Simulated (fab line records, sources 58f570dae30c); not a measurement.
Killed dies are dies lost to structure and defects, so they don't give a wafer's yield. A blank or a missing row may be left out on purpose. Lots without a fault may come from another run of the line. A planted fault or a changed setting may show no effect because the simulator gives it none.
One fault seen from 2 desks | flow berkeley_cmos170 | each desk has only its own numbers; what lay behind them comes last

THE TOOL OWNER'S DESK: furnace-03
The tool's own readings at UCB170_M1_ANNEAL_14 (time 1200 s): means of the sampled wafers that have a number, for each lot that ran on this tool. A lot is out of limits, marked OUT, if its mean lies more than 4 standard deviations from the usual mean; the brackets give that distance. Of its 8 readings 7 are shown: the one that was out of limits first, and those that lie furthest out on some lot.
Columns: A = spike_tc_centre_C at UCB170_M1_ANNEAL_14, usual 403.8 C; B = spike_tc_load_C at UCB170_M1_ANNEAL_14, usual 414.7 C; C = spike_tc_source_C at UCB170_M1_ANNEAL_14, usual 416.7 C; D = tube_center_temp_C at UCB170_M1_ANNEAL_14, usual 400 C; E = tube_center_temp_C_max at UCB170_M1_ANNEAL_14, usual 401.03; F = zone_power_load_pct at UCB170_M1_ANNEAL_14, usual 5.91 %; G = zone_power_source_pct at UCB170_M1_ANNEAL_14, usual 4.79 %
lot  | first seen here | A               | B               | C               | D                     | E                        | F              | G
L180 | day 8 19:28     | 404.3           | 414.4           | 416.3           | 400                   | 401.27                   | 5.88           | 4.82
L182 | day 9 05:34     | 403.9           | 413.3           | 415.9           | 400                   | 401.09                   | 5.92           | 4.85
L183 | day 9 06:54     | 403.5           | 415.3           | 416.6           | 400                   | 400.88                   | 5.91           | 4.82
L185 | day 9 08:14     | 404.9           | 414.0           | 416.9           | 400                   | 400.88                   | 5.93           | 4.81
L184 | day 9 09:34     | 405.0           | 414.2           | 416.5           | 400                   | 401.06                   | 5.92           | 4.80
L181 | day 9 10:54     | 405.0           | 414.6           | 417.6           | 400                   | 400.93                   | 5.90           | 4.81
L186 | day 9 21:19     | 403.9           | 415.7           | 416.5           | 400                   | 401.09                   | 5.94           | 4.76
L187 | day 9 22:38     | 405.1           | 415.7           | 417.0           | 400                   | 401.15                   | 5.96           | 4.81
L188 | day 9 22:38     | 403.6           | 414.7           | 417.0           | 400                   | 400.96                   | 5.95           | 4.77
L189 | day 10 10:16    | 403.5           | 414.6           | 417.3           | 400                   | 401.03                   | 5.94           | 4.77
L190 | day 10 11:36    | 404.8           | 414.2           | 417.1           | 400                   | 400.75                   | 5.87           | 4.76
L191 | day 11 07:10    | 403.2           | 413.0           | 417.2           | 400                   | 400.96                   | 5.92           | 4.82
L197 | day 12 18:33    | 483.5 (+80) OUT | 497.3 (+85) OUT | 498.3 (+88) OUT | 480 (+99 or more) OUT | 481.16 (+99 or more) OUT | 8.09 (+39) OUT | 6.50 (+34) OUT
L198 | day 12 18:33    | 483.8 (+81) OUT | 496.9 (+85) OUT | 499.1 (+89) OUT | 480 (+99 or more) OUT | 481.20 (+99 or more) OUT | 8.04 (+38) OUT | 6.45 (+33) OUT
L199 | day 12 18:33    | 485.0 (+82) OUT | 496.2 (+84) OUT | 498.4 (+88) OUT | 480 (+99 or more) OUT | 481.07 (+99 or more) OUT | 8.04 (+38) OUT | 6.44 (+33) OUT
This desk's finding: out of limits on L197, L198, L199; first on L197, day 12 18:33 (spike_tc_centre_C at UCB170_M1_ANNEAL_14). In limits: L180, L182, L183, L185, L184, L181, L186, L187, L188, L189, L190, L191.

THE METROLOGY DESK
What the gauges read, lot by lot, whatever tool the lot ran on: means of the sampled wafers that have a number. A lot is out of limits, marked OUT, if its mean lies more than 4 standard deviations from the usual mean; the brackets give that distance.
Columns: A = NSD_RS at UCB170_SDANNEAL_RS_MEAS_03, usual 37.25 ohm/sq
lot  | first seen here | A
L180 | day 8 10:05     | 37.23
L182 | day 8 19:52     | 37.30
L185 | day 8 20:23     | 37.31
L183 | day 8 20:25     | 37.27
L184 | day 8 20:57     | 37.27
L181 | day 8 21:08     | 37.37
L187 | day 9 08:44     | 37.17
L186 | day 9 09:23     | 37.31
L188 | day 9 09:46     | 37.27
L189 | day 10 02:55    | 37.20
L190 | day 10 03:11    | 37.12
L191 | day 10 19:44    | 37.24
L198 | day 12 01:03    | 37.24
L199 | day 12 01:04    | 37.24
L197 | day 12 01:18    | 37.22
This desk's finding: nothing out of limits on any of the 15 lots.

PUT TOGETHER
The tool owner's desk could have raised an alarm at day 12 18:33, on L197, L198, L199.
The metrology desk saw nothing out of limits.
The metrology desk has L197, L198, L199 on record, within its limits.
Of the lots named, all ran UCB170_M1_ANNEAL_14 on furnace-03.

WHAT THE SIMULATOR HAD PUT IN
Process parameter drift: furnace-03, from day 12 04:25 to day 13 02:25, at UCB170_M1_ANNEAL_14. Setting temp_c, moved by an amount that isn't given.
Lots struck among those shown: L197, L198, L199.
Hours from the fault's start to each desk's first reading out of limits: the tool owner's desk, 14.
